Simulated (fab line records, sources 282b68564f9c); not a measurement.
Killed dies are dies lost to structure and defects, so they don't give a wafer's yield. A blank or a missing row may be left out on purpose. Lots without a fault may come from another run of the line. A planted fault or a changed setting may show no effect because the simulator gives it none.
fab line records | flow rit_cmos
record lots=15 wafers=45 last_day=10
route steps=202 shown GATE@81 M1@202
lots that met no fault: from a run of the same line without faults
start_h: hours from the record's first day to the start of the lot's first wafer shown | wait_h: hours since the lot's step before | " the same as in the row above | L1.1+2: a row that stands for several wafers | - no value, or no start given | * or withheld: withheld | < > ~ a bound
route shown NAME@n: a module of which the file shows steps, and the number in the route of the first | usual: mean/standard deviation of fault-free wafers | same: alike in all rows | chamber/n: place in a boat | sites: the reading at each site | _std_site: their standard deviation | _edge_site: outer sites' mean less inner sites' | radius_mm: how far each site lies from the wafer's centre | mask NAME#n: copy n | behind: the tool/chamber that last shaped the wafer | hold: why the lot was held/for how many hours/how that ended | device: the transistor (n, p or np) that didn't switch | end of line: the same wafers' tests at the end of the route | a step without rows: its recipe alone | killed: dies lost to structure and defects at the first sort, not the wafer's yield | map: a wafer's dies, x killed, . not, _ none there
set.NAME: the setting as run; set.NAME@STEP: as run at that earlier step | model.NAME: the simulator's own value behind a step, which no gauge read
steps of the route over a sample of lots; a table a step, a row a wafer
services: from which hour (start_h, from the record's first day; less than 0 if before it) a tool's chamber was out of use, for how many hours, and why
## steps
# step RIT_GATE_OXIDATION_05
# recipe temp_c=900 ambient=O2 target_thk_a=30 ox_time_s=270
# usual ox_temp_c=899.9/0.43 zone_power_source_pct=27.0/2
# columns lot.wafer tool chamber start_h wait_h ox_temp_c zone_power_source_pct
L208.2 furnace-01 0 45.26 1.2 899.6 27.2
L208.3 " 0 " " 900.1 27.4
L208.6 " 0 " " 899.5 27.3
L209.2 furnace-03 0 49.01 1.2 900.4 24.1
L209.3 " 0 " " 900.4 24.2
L209.5 " 0 " " 900.9 24.5
L211.3 furnace-03 0 57.79 0.2 899.4 24.3
L211.4 " 0 " " 899.0 24.7
L211.6 " 0 " " 899.3 24.2
L212.1 furnace-04 0 63.22 2.8 899.8 28.9
L212.3 " 0 " " 899.5 29.3
L212.5 " 0 " " 899.5 29.0
L213.1 furnace-01 0 69.12 1.1 900.0 26.9
L213.3 " 0 " " 900.1 27.3
L213.4 " 0 " " 899.3 27.4
L215.1 furnace-04 0 82.32 1.0 900.5 29.7
L215.4 " 0 " " 900.0 29.4
L215.6 " 0 " " 900.0 29.1
L219.3 furnace-04 0 96.00 0.3 900.2 29.4
L219.4 " 0 " " 899.2 29.3
L219.5 " 0 " " 900.7 29.8
L221.1 furnace-01 0 107.79 1.5 899.0 27.2
L221.2 " 0 " " 899.6 27.4
L221.5 " 0 " " 899.6 27.3
L222.1 furnace-04 0 117.17 1.3 899.6 29.8
L222.4 " 0 " " 900.4 29.5
L222.5 " 0 " " 899.7 29.3
L228.2 furnace-01 0 139.55 1.2 900.1 27.2
L228.3 " 0 " " 900.5 27.1
L228.6 " 0 " " 900.0 27.0
L229.1 furnace-01 0 145.61 0.4 900.4 27.1
L229.2 " 0 " " 900.1 27.4
L229.5 " 0 " " 900.3 27.3
L230.2 furnace-03 0 149.61 0.4 900.3 24.5
L230.3 " 0 " " 900.0 24.8
L230.4 " 0 " " 899.7 24.8
L216.1 furnace-04 0 203.39 120.8 899.5 29.3
L216.2 " 0 " " 899.1 30.3
L216.6 " 0 " " 899.4 30.1
L217.3 furnace-03 0 207.53 121.1 900.0 24.9
L217.4 " 0 " " 899.4 24.7
L217.6 " 0 " " 899.5 24.4
L220.2 furnace-01 0 220.05 120.0 900.2 27.1
L220.4 " 0 " " 900.2 27.2
L220.5 " 0 " " 900.0 27.4
# step RIT_M1_PROBE_99
# usual killed_at_contacts=0.1/0.24 killed_at_front_end=7/3.2 killed_dies=7/3.2 killed_open=3.4/2 killed_short=3.5/2.2
# same gross_dies=264 killed_at_M0_to_M3=0 killed_at_M4_up=0 killed_at_back_side=0 killed_at_other=0
# columns lot.wafer tool chamber start_h wait_h killed_at_contacts killed_at_front_end killed_dies killed_open killed_short
L219.3 prober-02 - 123.49 0.2 0 5 5 3 2
L219.4 prober-02 - 123.54 0.2 0 6 6 3 3
L219.5 prober-02 - 123.59 0.2 0 6 6 5 1
L222.1 prober-01 - 142.11 0.1 0 9 9 4 5
L216.1 prober-01 - 231.74 0.1 0 5 5 3 2
L216.2 prober-01 - 231.79 0.1 0 8 8 4 4
L216.6 prober-01 - 231.99 0.2 0 7 7 3 4
L217.3 prober-02 - 236.85 0.2 0 5 5 2 3
L217.4 prober-02 - 236.90 0.2 0 5 5 3 2
L217.6 prober-02 - 237.00 0.2 0 5 5 3 2
L220.2 prober-01 - 246.89 0.1 0 9 9 3 6
L220.4 prober-01 - 246.99 0.2 0 7 7 3 4
L220.5 prober-01 - 247.04 0.2 0 8 8 4 4
# killed by level:class
L219.3 FOX2:geometric_particle:open=1 FOX2:geometric_particle:short=1 GATE:geometric_particle:open=1 GATE:geometric_particle:short=1 SILICIDE:geometric_particle:open=1
L219.4 FOX2:geometric_particle:short=2 FOX1:geometric_particle:open=1 SPACER:geometric_particle:open=1 SILICIDE:geometric_particle:open=1 SILICIDE:geometric_particle:short=1
L219.5 FOX2:geometric_particle:open=2 SPACER:geometric_particle:open=2 GATE:geometric_particle:short=1 GATE:geometric_particle:open=1
L222.1 FOX2:geometric_particle:short=2 FOX1:geometric_particle:short=1 FOX2:geometric_particle:open=1 GATE:geometric_particle:open=1 REOX:geometric_particle:open=1 SPACER:geometric_particle:short=1 SPACER:geometric_particle:open=1 SILICIDE:geometric_particle:short=1
L216.1 GATE:geometric_particle:short=2 GATE:geometric_particle:open=1 REOX:geometric_particle:open=1 SILICIDE:geometric_particle:open=1
L216.2 REOX:geometric_particle:open=3 FOX1:geometric_particle:short=1 FOX2:geometric_particle:short=1 GATE:geometric_particle:short=1 SILICIDE:geometric_particle:short=1 SILICIDE:geometric_particle:open=1
L216.6 REOX:geometric_particle:open=3 GATE:geometric_particle:short=2 REOX:geometric_particle:short=1 SILICIDE:geometric_particle:short=1
L217.3 FOX1:geometric_particle:short=1 FOX2:geometric_particle:short=1 GATE:geometric_particle:open=1 REOX:geometric_particle:open=1 SPACER:geometric_particle:short=1
L217.4 FOX2:geometric_particle:open=1 GATE:geometric_particle:open=1 GATE:geometric_particle:short=1 SPACER:geometric_particle:short=1 SPACER:geometric_particle:open=1
L217.6 SILICIDE:geometric_particle:open=2 GATE:geometric_particle:short=1 GATE:geometric_particle:open=1 REOX:geometric_particle:short=1
L220.2 REOX:geometric_particle:short=2 SILICIDE:geometric_particle:short=2 FOX1:geometric_particle:open=1 GATE:geometric_particle:short=1 REOX:geometric_particle:open=1 SPACER:geometric_particle:short=1 SILICIDE:geometric_particle:open=1
L220.4 SPACER:geometric_particle:open=2 FOX1:geometric_particle:short=1 GATE:geometric_particle:short=1 REOX:geometric_particle:short=1 SPACER:geometric_particle:short=1 SILICIDE:geometric_particle:open=1
L220.5 GATE:geometric_particle:open=2 FOX1:geometric_particle:short=1 GATE:geometric_particle:short=1 REOX:geometric_particle:open=1 REOX:geometric_particle:short=1 SILICIDE:geometric_particle:short=1 SILICIDE:geometric_particle:open=1
## services
# columns tool chamber start_h hours kind
furnace-01 - 91.82 3.3 pm
furnace-04 - 102.16 3.5 pm
furnace-03 - 110.06 3.1 pm
furnace-01 - 148.00 4.2 pm
## key
first_sign step=RIT_GATE_OXIDATION_05 reading=wait_h direction=changed
effect none on later readings
met_at RIT_GATE_OXIDATION_05
struck_lots L216,L217,L220
struck_wafers L216.1,L216.2,L216.6,L217.3,L217.4,L217.6,L220.2,L220.4,L220.5
tester_left_out L216,L217,L220
fault kind=queue_time_violation tool=furnace-01,furnace-03,furnace-04 chamber=0 onset_h=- steps=RIT_GATE_OXIDATION_05 delay_hr=120 scope=struck_lots_only
# tester_left_out: of these lots the tester's yield and bins aren't shown, on N5 and GAA mostly nor the transistor test; their killed dies are dies lost to structure and defects alone, not to doping, threshold or leakage, so they don't give the yield
